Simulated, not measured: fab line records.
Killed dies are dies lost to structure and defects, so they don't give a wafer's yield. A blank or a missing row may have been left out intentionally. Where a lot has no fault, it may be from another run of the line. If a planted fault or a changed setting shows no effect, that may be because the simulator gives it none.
Comparing a struck lot with a sound one ; flow rit cmos ; 15 steps out of a route of 202
Sound: these wafers, L459.2, L459.3, L459.4. Wafers L468.3, L468.4, L468.5 were the ones struck. The cause is given at the end.
Each step with rows lists, per side, the tool, then ch with its chambers, then its first start. Under that, the readings that differ: sound wafers ; struck wafers ; difference of the means ; sigmas: that difference in standard deviations of wafers without a fault.
alike: a reading whose means differ by less than 2 such deviations, as well as words and numbers matching on both sides. not compared: withheld readings; readings where some wafer has no value; bounds like >300 that might hide an equal value; numbers whose values overlap and for which the record gives no deviation.
A row with sigmas, a row that says differs or no value, or rows on one side alone: a step with any of these is where the two part. When numbers do not overlap yet have no deviation, they are printed without sigmas and do not part them. Lack of a reading on every wafer of one side parts them only where that side has two or more wafers.

first, 3 steps without rows for these wafers: RIT_SDANNEAL_CLEAN_00 (cleans in SC1, time 600 s); RIT_SDANNEAL_CLEAN_01 (cleans in dHF, time 30 s); RIT_SDANNEAL_CLEAN_02 (cleans in SC2, time 600 s).
RIT_SDANNEAL_RTA_03: time 5 s.
  sound on rtp anneal-02 ch 0, day 4 02:54; struck on rtp anneal-01 ch 0, day 6 08:37
  alike: anneal temp c max, wafer_temp_C_max
RIT_SDANNEAL_RS_MEAS_04: uses a four-point probe to measure.
  sound on film metro-01 at day 4 02:58; struck on film metro-03 at day 6 08:41
  alike: PSD_RS
RIT_SDANNEAL_RS_MEAS_05: uses a four-point probe to measure.
  sound on film metro-01 at day 4 03:05; struck on film metro-03 at day 6 08:49
  alike: NSD_RS
RIT_SDANNEAL_RS_MEAS_06: uses a four-point probe to measure.
  sound on film metro-01 at day 4 03:13; struck on film metro-03 at day 6 08:56
  alike: PLDD_RS
RIT_SDANNEAL_RS_MEAS_07: uses a four-point probe to measure.
  sound on film metro-01 at day 4 03:20; struck on film metro-03 at day 6 09:03
  alike: NLDD_RS
then, 1 step without rows for these wafers: RIT_SILICIDE_WET_ETCH_00 (etches SiO2 in BOE, target depth 14 nm, time 15 s).
RIT_SILICIDE_SPUTTER_01: material Ti, target thk 30 nm, time 240 s.
  sound on pvd sputter-01 at day 4 03:26; struck on pvd sputter-01 at day 6 09:09
  alike: throttle valve pct
RIT_SILICIDE_RS_MEAS_02: uses a four-point probe to measure.
  sound on film metro-04 at day 4 03:37; struck on film metro-03 at day 6 09:20
  alike: SILICIDE_TI_RS
RIT_SILICIDE_THK_MEAS_03: measures by xrf.
  sound on film metro-04 at day 4 03:43; struck on film metro-03 at day 6 09:26
  alike: SILICIDE_TI_THK
RIT_SILICIDE_RTA_04: time 10 s, ramp up 5 s, ramp down 5 s.
  sound on rtp anneal-01 ch 0, day 4 03:47; struck on rtp anneal-01 ch 0, day 6 09:30
reading;sound;struck;difference;sigmas
wafer_temp_C_max;652.0 651.8 653.2;656.5 657.6 656.5;+4.5;+6
then, 1 step without rows for these wafers: RIT_SILICIDE_WET_ETCH_05 (etches Ti in SPM, time 120 s).
RIT_M1_PROBE_99:
  sound on prober-01 at day 4 10:49; struck on prober-02 at day 6 16:00
  alike: killed at contacts, killed at front end, killed dies, killed on rim, killed open, killed short

== WHERE THEY PART ==
RIT_SILICIDE_RTA_04 only, going by this record. Later steps at which nothing parts them and some readings are alike: RIT_M1_PROBE_99.

WHY: the cause the simulator had injected
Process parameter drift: rtp anneal-01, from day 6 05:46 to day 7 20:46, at RIT_SILICIDE_RTA_04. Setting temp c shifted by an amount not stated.
